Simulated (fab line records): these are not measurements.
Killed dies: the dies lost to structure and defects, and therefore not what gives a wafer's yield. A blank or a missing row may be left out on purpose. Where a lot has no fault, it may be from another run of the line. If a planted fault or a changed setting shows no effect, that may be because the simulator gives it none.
Lot-split experiment | flow berkeley cmos170 | route with 331 steps; 2 lots, 5 wafers read

## ABOUT THE SPLIT
At UCB170_FIELD_WET_ETCH_06 (etches SiO2 in BOE, time 22 s), the setting time s was moved away from the recipe's 22 s on 2 of the 5 wafers read, by -37.8%. All remaining wafers had this setting at the recipe value.

## FROM THE SPLIT TO THE READING: what the file shows between them, 13 steps
- UCB170_GATE_CVD_04: deposits poly-Si from SiH4, time 1440 s, target thk 214 nm (also split here: time s)
- UCB170_GATE_THK_MEAS_05
- UCB170_GATE_COAT_06
- UCB170_GATE_COAT_07: resist thk 900 nm
- UCB170_GATE_ETCH_14: etches BARC in N2/H2
- UCB170_GATE_ETCH_15: etches poly-Si in HBr/Cl2, stops on SiO2, time 56.3 s, target depth 278.2 nm
- UCB170_SPACER_ETCHBACK_03: etches SiO2 in CHF3/CF4/Ar, stops on Si, target depth 376 nm, time 100 s (also split here: target depth a)
- UCB170_SILICIDE_SPUTTER_01: material Ti, target thk 30 nm, time 25 s (also split here: time s)
- UCB170_SILICIDE_RS_MEAS_02: measures by four-point-probe
- UCB170_SILICIDE_THK_MEAS_03: measures by xrf
- UCB170_M1_METAL_ETCH_12: etches Al in Cl2/BCl3, stops on PSG, target depth 780 nm, time 130 s (also split here: time s)
- UCB170_M1_STRIP_13: strips in O2
- UCB170_M1_CD_MEAS_90: target cd 700 nm

## THE READING
The simulator's own value etest.pldd.width nm, read by no gauge, in nm at UCB170_M3_PROBE_99. The file gives no usual value for it. Across the 3 wafers here that went through the recipe, the average is 600.8 nm and the standard deviation 8.1 nm.

wafer  | tool, chamber at the split | time s as run, s | against the recipe | etest.pldd.width nm, nm | against lot-mates on the recipe
L079.3 | wet bench-03, 3            | 22               | recipe             | 612.2                   | -
L079.4 | wet bench-03, 3            | 22               | recipe             | 595.9                   | -
L079.6 | wet bench-03, 3            | 22               | recipe             | 594.3                   | -
L084.2 | -, -                       | 13.68            | -37.8%             | 560.8                   | no lot-mate on the recipe
L084.6 | -, -                       | 13.68            | -37.8%             | 552.9                   | no lot-mate on the recipe

THE FIT
A straight line over all 5 wafers: etest.pldd.width nm changes by +1.16 nm for each +1% of time s; r = +0.95; the points scatter about the line by 8.7 nm.
Too few moved wafers have a lot-mate on the recipe to fit a line with each lot's own level taken away.

## THE WHOLE CHAIN: every reading that the file lists as answering this split, in the file's order
step                     | what it does                  | reading                                                                            | change (the file's fit)              | r (the file's)
UCB170_FIELD_WET_ETCH_06 | etches SiO2 in BOE, time 22 s | SiO2_of_FIELD_OXIDATION_01.thk nm (the simulator's own value, which no gauge read) | -0.33 nm for each +1% of the setting | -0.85
UCB170_M3_PROBE_99       |                               | etest.nldd.line ohm um (the simulator's own value, which no gauge read)            | -2.74 for each +1% of the setting    | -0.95
UCB170_M3_PROBE_99       |                               | etest.nwell pinched.rs ohm sq (the simulator's own value, which no gauge read)     | -3.84 for each +1% of the setting    | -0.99
UCB170_M3_PROBE_99       |                               | etest.nwell.width nm (the simulator's own value, which no gauge read)              | -1.92 nm for each +1% of the setting | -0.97
UCB170_M3_PROBE_99       |                               | etest.pldd.width nm (the simulator's own value, which no gauge read)               | +1.16 nm for each +1% of the setting | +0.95

## THE FILE'S OWN FIT
etest.pldd.width nm changes by +1.16 nm for each +1% of time s, r = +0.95.
